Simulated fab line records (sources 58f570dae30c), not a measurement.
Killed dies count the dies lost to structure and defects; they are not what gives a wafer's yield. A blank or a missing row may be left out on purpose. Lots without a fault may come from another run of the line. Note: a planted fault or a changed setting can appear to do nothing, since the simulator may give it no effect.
A sampling plan put to the test / flow berkeley_cmos170 / one line in one fab, 10 faults in these records, each fault weighed on the records of the lots it struck
The plan is the line's own looks: the steps of the route at which a gauge or an inspection reads the wafer and doesn't change it. A look is open to judgement when struck wafers have a number at it and the file gives its usual mean and standard deviation on fault-free wafers. Caught: 4 or more of those standard deviations (sigma) separate the usual mean from the mean of the struck wafers at a look after the fault's first step. On the tool: the test repeated on the tool's own readings taken at the fault's steps. It also counts as caught if the struck wafers ran another recipe or if their record alone is blank.

== THE FAULTS, as the simulator had put them in ==
1. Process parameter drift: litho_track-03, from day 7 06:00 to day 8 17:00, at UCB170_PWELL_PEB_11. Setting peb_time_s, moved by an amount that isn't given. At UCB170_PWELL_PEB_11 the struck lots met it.
2. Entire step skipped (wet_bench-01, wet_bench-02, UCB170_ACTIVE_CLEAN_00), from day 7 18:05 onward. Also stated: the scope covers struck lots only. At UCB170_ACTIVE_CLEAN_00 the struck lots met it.
3. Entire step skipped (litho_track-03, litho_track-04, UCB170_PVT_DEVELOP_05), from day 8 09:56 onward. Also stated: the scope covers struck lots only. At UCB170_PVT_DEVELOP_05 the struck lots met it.
4. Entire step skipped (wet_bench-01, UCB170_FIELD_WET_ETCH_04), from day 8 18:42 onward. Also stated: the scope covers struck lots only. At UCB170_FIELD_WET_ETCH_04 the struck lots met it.
5. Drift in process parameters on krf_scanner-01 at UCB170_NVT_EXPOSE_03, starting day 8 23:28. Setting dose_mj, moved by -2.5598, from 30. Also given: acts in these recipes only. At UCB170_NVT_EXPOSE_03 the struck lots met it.
6. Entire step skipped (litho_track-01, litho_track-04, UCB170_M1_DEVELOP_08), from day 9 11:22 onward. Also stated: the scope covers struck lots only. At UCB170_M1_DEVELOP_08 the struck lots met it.
7. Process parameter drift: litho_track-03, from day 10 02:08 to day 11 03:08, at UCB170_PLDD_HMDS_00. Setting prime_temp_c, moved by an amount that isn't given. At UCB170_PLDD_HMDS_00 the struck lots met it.
8. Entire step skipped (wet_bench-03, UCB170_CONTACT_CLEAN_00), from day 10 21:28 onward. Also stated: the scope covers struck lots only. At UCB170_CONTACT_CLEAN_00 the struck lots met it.
9. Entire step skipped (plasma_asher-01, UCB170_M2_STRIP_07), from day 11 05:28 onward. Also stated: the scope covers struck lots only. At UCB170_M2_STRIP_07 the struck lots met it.
10. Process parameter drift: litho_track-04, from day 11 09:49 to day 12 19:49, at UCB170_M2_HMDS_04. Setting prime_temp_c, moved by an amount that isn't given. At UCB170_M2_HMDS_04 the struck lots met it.

== WHAT THE PLAN SAW ==
fault=1; on the tool itself=heater_power_total_W +62 sigma; first look that catches it=none of the 2 looks that can be judged after it; reading, sigma=-; median hours from its first step to that look=-; hours from the fault's start to the first struck lot there=-; judged looks passed uncaught=2
fault=2; on the tool itself=the tool's record is blank for the struck wafers; first look that catches it=not the one look that can be judged after it; reading, sigma=-; median hours from its first step to that look=-; hours from the fault's start to the first struck lot there=-; judged looks passed uncaught=1
fault=3; on the tool itself=the tool's record is blank for the struck wafers; first look that catches it=none of the 2 looks that can be judged after it; reading, sigma=-; median hours from its first step to that look=-; hours from the fault's start to the first struck lot there=-; judged looks passed uncaught=2
fault=4; on the tool itself=the tool's record is blank for the struck wafers; first look that catches it=no look after it can be judged; reading, sigma=-; median hours from its first step to that look=-; hours from the fault's start to the first struck lot there=-; judged looks passed uncaught=0
fault=5; on the tool itself=exposure_dose_mJ_cm2 -84 sigma; first look that catches it=not the one look that can be judged after it; reading, sigma=-; median hours from its first step to that look=-; hours from the fault's start to the first struck lot there=-; judged looks passed uncaught=1
fault=6; on the tool itself=the tool's record is blank for the struck wafers; first look that catches it=no look after it can be judged; reading, sigma=-; median hours from its first step to that look=-; hours from the fault's start to the first struck lot there=-; judged looks passed uncaught=0
fault=7; on the tool itself=prime_temp_c -51 sigma; first look that catches it=none of the 2 looks that can be judged after it; reading, sigma=-; median hours from its first step to that look=-; hours from the fault's start to the first struck lot there=-; judged looks passed uncaught=2
fault=8; on the tool itself=the tool's record is blank for the struck wafers; first look that catches it=no look after it can be judged; reading, sigma=-; median hours from its first step to that look=-; hours from the fault's start to the first struck lot there=-; judged looks passed uncaught=0
fault=9; on the tool itself=the tool's record is blank for the struck wafers; first look that catches it=not the one look that can be judged after it; reading, sigma=-; median hours from its first step to that look=-; hours from the fault's start to the first struck lot there=-; judged looks passed uncaught=1
fault=10; on the tool itself=prime_temp_c +7.2 sigma; first look that catches it=no look after it can be judged; reading, sigma=-; median hours from its first step to that look=-; hours from the fault's start to the first struck lot there=-; judged looks passed uncaught=0
A dash: the fault isn't caught, or these records don't give the number.

Caught at a look: 0 of 10. Caught on the tool: 10 of 10. By one or the other: 10 of 10.
Faults caught by the tool alone: 1, 2, 3, 4, 5, 6, 7, 8, 9, 10.
